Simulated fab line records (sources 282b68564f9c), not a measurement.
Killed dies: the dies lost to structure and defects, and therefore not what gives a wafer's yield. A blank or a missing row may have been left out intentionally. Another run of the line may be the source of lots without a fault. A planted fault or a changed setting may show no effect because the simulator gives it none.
fab line records -- flow rit_cmos
record lots=7, wafers=21, last_day=7
route steps=202 shown PRETRO@69 GATE@75 FOX2@80
lots with no fault: from the same line, run without faults
start_h: hours from the record's first day to the start of the lot's first wafer shown -- wait_h: how many hours have passed since the lot's step before this one -- " repeats the value in the row above -- L1.1+2: several wafers, shown together as one row -- - no value, or no start was given -- * or withheld: withheld -- < > ~ a bound
route shown NAME@n: names a module that has steps shown in the file, with the first one's number in the route -- usual: mean and standard deviation over wafers with no fault -- same: alike in all rows -- chamber/n: place in a boat -- sites: readings site by site -- _std_site: how widely they spread, as a standard deviation -- _edge_site: the outer-site mean with the inner-site mean subtracted -- radius_mm: for every site, how far away it sits from the centre of the wafer -- mask NAME#n: copy n -- behind: the last tool/chamber to shape the wafer -- hold: what put the lot on hold/how long, in hours/how the hold closed -- device: the n, p or np transistor that did not switch -- end of line: the same wafers' tests at the end of the route -- a step with no rows: only its recipe -- killed: the dies lost at the first sort to structure and to defects; this is not the yield of the wafer -- map: the dies of a wafer, with x for killed, . for not killed, _ for no die there
set.NAME: the setting that was run; set.NAME@STEP: the one run at that earlier step -- model.NAME: the simulator's own value behind a step, which no gauge read
lots at some steps of the route; a table a step, a row a wafer
services: from which hour (start_h, from the record's first day; less than 0 if before it) a tool's chamber was out of use, for how many hours, and why
## steps
# step RIT_PRETRO_DEVELOP_05
# recipe resist=NOVOLAK, develop_time_s=68, dev_temp_c=23
# step RIT_PRETRO_OVL_MEAS_06
# usual PRETRO_OVL=-0.4/1.2
lot.wafer,tool,chamber,start_h,wait_h,PRETRO_OVL[nm]
L586.2,overlay-01,-,56.70,-,0.2
L586.4,overlay-01,-,56.70,-,0.1
L586.6,overlay-01,-,56.70,-,1.9
L589.3,overlay-02,-,81.09,-,-1.5
L589.4,overlay-02,-,81.09,-,-0.5
L589.5,overlay-02,-,81.09,-,0.7
L592.2,overlay-01,-,89.22,-,-0.3
L592.4,overlay-01,-,89.22,-,-1.1
L592.6,overlay-01,-,89.22,-,0.1
L593.2,overlay-02,-,91.69,-,1.3
L593.4,overlay-02,-,91.69,-,-0.3
L593.6,overlay-02,-,91.69,-,0.6
L594.1,overlay-01,-,97.17,-,-1.6
L594.2,overlay-01,-,97.17,-,-0.8
L594.6,overlay-01,-,97.17,-,-0.6
L596.2,overlay-01,-,107.50,-,0.5
L596.3,overlay-01,-,107.50,-,1.9
L596.4,overlay-01,-,107.50,-,2.5
L604.2,overlay-01,-,147.01,-,0.3
L604.3,overlay-01,-,147.01,-,-0.7
L604.4,overlay-01,-,147.01,-,-0.1
# step RIT_PRETRO_HARDBAKE_07
# recipe resist=NOVOLAK, temp_c=140, time_s=120
# step RIT_PRETRO_IMPLANT_08
# recipe species=B, energy_kev=45, dose_cm2=1.2e+13, tilt_deg=7
# step RIT_PRETRO_STRIP_09
# recipe chemistry=O2, time_s=180, resist=NOVOLAK, platen_temp_c=withheld, power_w=500, pressure_mtorr=4000, o2_flow_sccm=4000
# usual drypump_motor_current_A=5.8/0.4
lot.wafer,tool,chamber,start_h,wait_h,drypump_motor_current_A,rf_hours_counter_h
L586.2,plasma_asher-01,0,57.13,0.1,6.2,40
L586.4,plasma_asher-01,1,57.13,0.1,6.3,-
L586.6,plasma_asher-01,1,57.13,0.1,6.3,-
L589.3,plasma_asher-01,1,81.58,0.1,6.2,-
L589.4,plasma_asher-01,0,81.58,0.1,6.2,-
L589.5,plasma_asher-01,0,81.58,0.1,6.2,-
L592.2,plasma_asher-02,1,89.65,0.1,5.4,29
L592.4,plasma_asher-02,1,89.65,0.1,5.4,-
L592.6,plasma_asher-02,1,89.65,0.1,5.4,-
L593.2,plasma_asher-02,1,92.12,0.1,5.4,30
L593.4,plasma_asher-02,1,92.12,0.1,5.4,-
L593.6,plasma_asher-02,0,92.12,0.1,5.4,-
L594.1,plasma_asher-04,1,97.83,0.1,5.4,47
L594.2,plasma_asher-04,0,97.83,0.1,5.5,47
L594.6,plasma_asher-04,1,97.83,0.1,5.4,-
L596.2,plasma_asher-01,0,107.93,0.1,6.2,45
L596.3,plasma_asher-01,0,107.93,0.1,6.2,-
L596.4,plasma_asher-01,1,107.93,0.1,6.3,-
L604.2,plasma_asher-01,1,147.44,0.1,6.2,2
L604.3,plasma_asher-01,0,147.44,0.1,6.2,-
L604.4,plasma_asher-01,1,147.44,0.1,6.3,-
# step RIT_PRETRO_TW_MEAS_10
# usual PRETRO_TW=479/4.1
lot.wafer,tool,chamber,start_h,wait_h,PRETRO_TW
L586.2,film_metro-03,-,57.32,0.1,488
L586.4,film_metro-03,-,57.32,0.1,485
L586.6,film_metro-03,-,57.32,0.1,486
L589.3,film_metro-02,-,81.72,0.1,475
L589.4,film_metro-02,-,81.72,0.1,476
L589.5,film_metro-02,-,81.72,0.1,477
L592.2,film_metro-04,-,89.84,0.1,478
L592.4,film_metro-04,-,89.84,0.1,479
L592.6,film_metro-04,-,89.84,0.1,479
L593.2,film_metro-04,-,92.30,0.1,478
L593.4,film_metro-04,-,92.30,0.1,479
L593.6,film_metro-04,-,92.30,0.1,479
L594.1,film_metro-04,-,98.01,0.1,478
L594.2,film_metro-04,-,98.01,0.1,480
L594.6,film_metro-04,-,98.01,0.1,479
L596.2,film_metro-02,-,108.12,0.1,475
L596.3,film_metro-02,-,108.12,0.1,473
L596.4,film_metro-02,-,108.12,0.1,474
L604.2,film_metro-03,-,147.62,0.1,484
L604.3,film_metro-03,-,147.62,0.1,488
L604.4,film_metro-03,-,147.62,0.1,486
# step RIT_GATE_WET_ETCH_00
# recipe chemistry=BOE, target=SiO2, target_depth_nm=56, time_s=60, dry=n2_spin, dilution=10:1, temp_c=21.5
# step RIT_GATE_CLEAN_01
# recipe chemistry=SC1, mix=3:3:50, time_s=581.4, temp_c=75
# step RIT_GATE_CLEAN_02
# recipe chemistry=dHF, dilution=50:1, time_s=30
# step RIT_GATE_CLEAN_03
# recipe chemistry=SC2, mix=3:3:50, time_s=600, temp_c=75, dry=n2_spin
# step RIT_GATE_CLEAN_04
# recipe chemistry=dHF, dilution=50:1, time_s=60, dry=n2_spin
# step RIT_FOX2_THK_MEAS_91
# recipe reads=SiO2_of_FOX2_OXIDATION_00
# usual FIELD_OXIDE_LEFT_2_THK=254/5.6
lot.wafer,tool,chamber,start_h,wait_h,FIELD_OXIDE_LEFT_2_THK[nm]
L586.2,film_metro-04,-,57.99,0.0,255
L586.4,film_metro-04,-,57.99,0.0,254
L586.6,film_metro-04,-,57.99,0.0,258
L589.3,film_metro-02,-,82.19,0.0,253
L589.4,film_metro-02,-,82.19,0.0,253
L589.5,film_metro-02,-,82.19,0.0,254
L592.2,film_metro-04,-,90.34,0.0,257
L592.4,film_metro-04,-,90.34,0.0,256
L592.6,film_metro-04,-,90.34,0.0,260
L593.2,film_metro-02,-,92.78,0.0,261
L593.4,film_metro-02,-,92.78,0.0,270
L593.6,film_metro-02,-,92.78,0.0,265
L594.1,film_metro-04,-,98.49,0.0,252
L594.2,film_metro-04,-,98.49,0.0,258
L594.6,film_metro-04,-,98.49,0.0,260
L596.2,film_metro-04,-,108.63,0.0,263
L596.3,film_metro-04,-,108.63,0.0,255
L596.4,film_metro-04,-,108.63,0.0,256
L604.2,film_metro-01,-,148.12,0.0,248
L604.3,film_metro-01,-,148.12,0.0,248
L604.4,film_metro-01,-,148.12,0.0,258
# step RIT_GATE_OXIDATION_05
# recipe temp_c=900, ambient=O2, target_thk_a=30, ox_time_s=270
# usual ox_temp_c=900.0/0.4, ox_temp_c_max=904.2/1.7, spike_tc_load_C=922.6/2.5
lot.wafer,tool,chamber,start_h,wait_h,ox_temp_c,ox_temp_c_max,spike_tc_load_C
L586.2,furnace-03,0,59.18,1.2,900.0,903.2,926.5
L586.4,furnace-03,0,59.18,1.2,900.2,903.5,927.3
L586.6,furnace-03,0,59.18,1.2,900.2,902.9,926.9
L589.3,furnace-02,0,82.23,0.0,899.7,906.6,920.0
L589.4,furnace-02,0,82.23,0.0,900.0,904.9,919.4
L589.5,furnace-02,0,82.23,0.0,900.5,906.1,920.4
L592.2,furnace-02,-,92.05,1.7,-,-,-
L592.4,furnace-02,-,92.05,1.7,-,-,-
L592.6,furnace-02,-,92.05,1.7,-,-,-
L593.2,furnace-02,-,93.13,0.3,-,-,-
L593.4,furnace-02,-,93.13,0.3,-,-,-
L593.6,furnace-02,-,93.13,0.3,-,-,-
L594.1,furnace-04,-,98.55,0.1,-,-,-
L594.2,furnace-04,-,98.55,0.1,-,-,-
L594.6,furnace-04,-,98.55,0.1,-,-,-
L596.2,furnace-02,0,108.68,0.0,899.9,904.4,920.9
L596.3,furnace-02,0,108.68,0.0,899.8,906.0,920.8
L596.4,furnace-02,0,108.68,0.0,899.9,905.7,919.3
L604.2,furnace-02,0,149.27,1.1,900.6,906.9,919.7
L604.3,furnace-02,0,149.27,1.1,899.5,908.3,921.1
L604.4,furnace-02,0,149.27,1.1,899.7,906.1,920.5
# step RIT_GATE_ANNEAL_06
# recipe temp_c=900, time_s=600, ambient=N2O
# step RIT_GATE_CVD_08
# recipe material=poly-Si, target_thk_nm=250, temp_c=610, precursor=SiH4, time_s=2220, pressure_mtorr=300, sih4_flow_sccm=100
## services
tool,chamber,start_h,hours,kind
plasma_asher-04,-,45.41,3.7,repair
plasma_asher-02,-,67.41,14.6,pm
plasma_asher-01,-,89.01,4.5,repair
plasma_asher-01,-,108.92,9.0,pm
plasma_asher-01,0,108.92,9.0,vent_cycle
plasma_asher-01,1,108.92,9.0,vent_cycle
plasma_asher-01,0,117.92,-,clean
plasma_asher-01,1,117.92,-,clean
furnace-03,-,118.24,3.2,pm
furnace-04,-,120.33,3.6,pm
plasma_asher-01,-,121.35,15.5,repair
plasma_asher-04,-,136.70,1.5,repair
furnace-04,-,138.93,7.3,pm
furnace-04,-,146.20,11.7,pm
## key
first_sign step=RIT_GATE_OXIDATION_05, reading=tool_record, direction=missing
effect none on later readings
met_at RIT_GATE_OXIDATION_05
struck_wafers L592.2,L592.4,L592.6,L593.2,L593.4,L593.6,L594.1,L594.2,L594.6
later_rows_left_out L592.2,L592.4,L592.6,L593.2,L593.4,L593.6,L594.1,L594.2,L594.6
sort_left_out L592.2,L592.4,L592.6,L593.2,L593.4,L593.6,L594.1,L594.2,L594.6
tester_left_out L592,L593,L594
onset_between 82.23 92.05
fault kind=skipped_step_whole, tool=furnace-02,furnace-04, chamber=-, onset_h=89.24, steps=RIT_GATE_OXIDATION_05, scope=struck_lots_only
# tester_left_out: of these lots the tester's yield and bins aren't shown, on N5 and GAA mostly nor the transistor test; their killed dies are dies lost to structure and defects alone, not to doping, threshold or leakage, so they don't give the yield
# sort_left_out: the simulated sort isn't trusted on such a fault, so these wafers' sort isn't shown, and their yield isn't known
# later_rows_left_out: the simulator's readings of these wafers behind a module that went badly wrong aren't trusted and aren't shown, but for the sort
